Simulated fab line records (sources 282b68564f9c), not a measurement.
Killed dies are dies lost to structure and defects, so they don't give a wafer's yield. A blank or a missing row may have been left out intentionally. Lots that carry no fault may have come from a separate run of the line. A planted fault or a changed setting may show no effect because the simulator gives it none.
Struck lot and sound lot, side by side :: flow rit_cmos :: 14 steps out of a route of 202
Sound: these wafers, L131.4, L131.5, L131.6. The struck wafers were L138.1, L138.4, L138.6. At the end, the cause is stated.
Order at every step that has rows: each side's tool, ch and its chambers, its first start. Under that, the readings that differ: sound wafers :: struck wafers :: difference of the means :: sigmas: that difference in standard deviations of wafers without a fault.
alike: a reading whose means differ by less than 2 such deviations, as well as words and numbers matching on both sides. not compared: withheld readings; readings where some wafer has no value; bounds like >300 that might hide an equal value; numbers whose values overlap and for which the record gives no deviation.
A row with sigmas, a row that says differs or no value, or rows on one side alone: a step with any of these is where the two part. When numbers do not overlap yet have no deviation, they are printed without sigmas and do not part them. Lack of a reading on every wafer of one side parts them only where that side has two or more wafers.

first, 2 steps without rows for these wafers: RIT_SDANNEAL_CLEAN_01 (cleans in dHF, time 30 s); RIT_SDANNEAL_CLEAN_02 (cleans in SC2, time 600 s).
RIT_SDANNEAL_RTA_03: time 5 s.
  sound on rtp_anneal-02 ch 0, day 5 03:28; struck on rtp_anneal-01 ch 0, day 6 15:16
  alike: wafer_temp_C_max
RIT_SDANNEAL_RS_MEAS_04: measurement is done with a four-point probe.
  sound: film_metro-02 at day 5 03:33; struck: film_metro-03 at day 6 15:19
  alike: PSD_RS
RIT_SDANNEAL_RS_MEAS_05: measurement is done with a four-point probe.
  sound: film_metro-02 at day 5 03:40; struck: film_metro-03 at day 6 15:26
  alike: NSD_RS
RIT_SDANNEAL_RS_MEAS_06: measurement is done with a four-point probe.
  sound: film_metro-02 at day 5 03:47; struck: film_metro-03 at day 6 15:34
reading: PLDD_RS (ohm/sq)
sound: 179.2 178.9 179.5
struck: 180.2 180.5 179.6
difference: +0.9
sigmas: +2
RIT_SDANNEAL_RS_MEAS_07: measurement is done with a four-point probe.
  sound: film_metro-02 at day 5 03:55; struck: film_metro-03 at day 6 15:41
  alike: NLDD_RS
then, 1 step without rows for these wafers: RIT_SILICIDE_WET_ETCH_00 (etches SiO2 in BOE, target depth 14 nm, time 15 s).
RIT_SILICIDE_SPUTTER_01: material Ti, target thk 30 nm, time 233.6 s.
  sound: pvd_sputter-03 at day 5 03:59; struck: pvd_sputter-02 at day 6 15:49
  alike: throttle_valve_pct
RIT_SILICIDE_RS_MEAS_02: measurement is done with a four-point probe.
  sound: film_metro-01 at day 5 04:12; struck: film_metro-04 at day 6 15:58
  alike: SILICIDE_TI_RS
RIT_SILICIDE_THK_MEAS_03: measures by xrf.
  sound: film_metro-01 at day 5 04:17; struck: film_metro-04 at day 6 16:05
  alike: SILICIDE_TI_THK
RIT_SILICIDE_RTA_04: time 10 s, ramp up 5 s, ramp down 5 s.
  sound on rtp_anneal-01 ch 0, day 5 04:21; struck on rtp_anneal-02 ch 0, day 6 16:08
  alike: wafer_temp_C_max
RIT_SILICIDE_WET_ETCH_05: etches Ti in SPM, time 120 s.
  sound on wet_bench-01 ch 1, day 5 04:23; struck on wet_bench-01 ch 0, day 6 16:13
  no value came back on the struck wafers for bath_guard_temp_C (C), bath_heat_duty_pct (%); on the sound wafers bath_guard_temp_C (C) reads 90.3 90.6 90.5
RIT_SILICIDE_RTA_06: time 9.691 s, ramp up 5 s, ramp down 10 s.
  sound on rtp_anneal-02 ch 0, day 5 04:28; struck on rtp_anneal-01 ch 0, day 6 16:15
  alike: wafer_temp_C_max

== WHERE THEY PART ==
Earliest at RIT_SDANNEAL_RS_MEAS_06; latest, in this record, at RIT_SILICIDE_WET_ETCH_05. Later steps at which nothing parts them and some readings are alike: RIT_SILICIDE_RTA_06.

WHY: what the simulator had put in
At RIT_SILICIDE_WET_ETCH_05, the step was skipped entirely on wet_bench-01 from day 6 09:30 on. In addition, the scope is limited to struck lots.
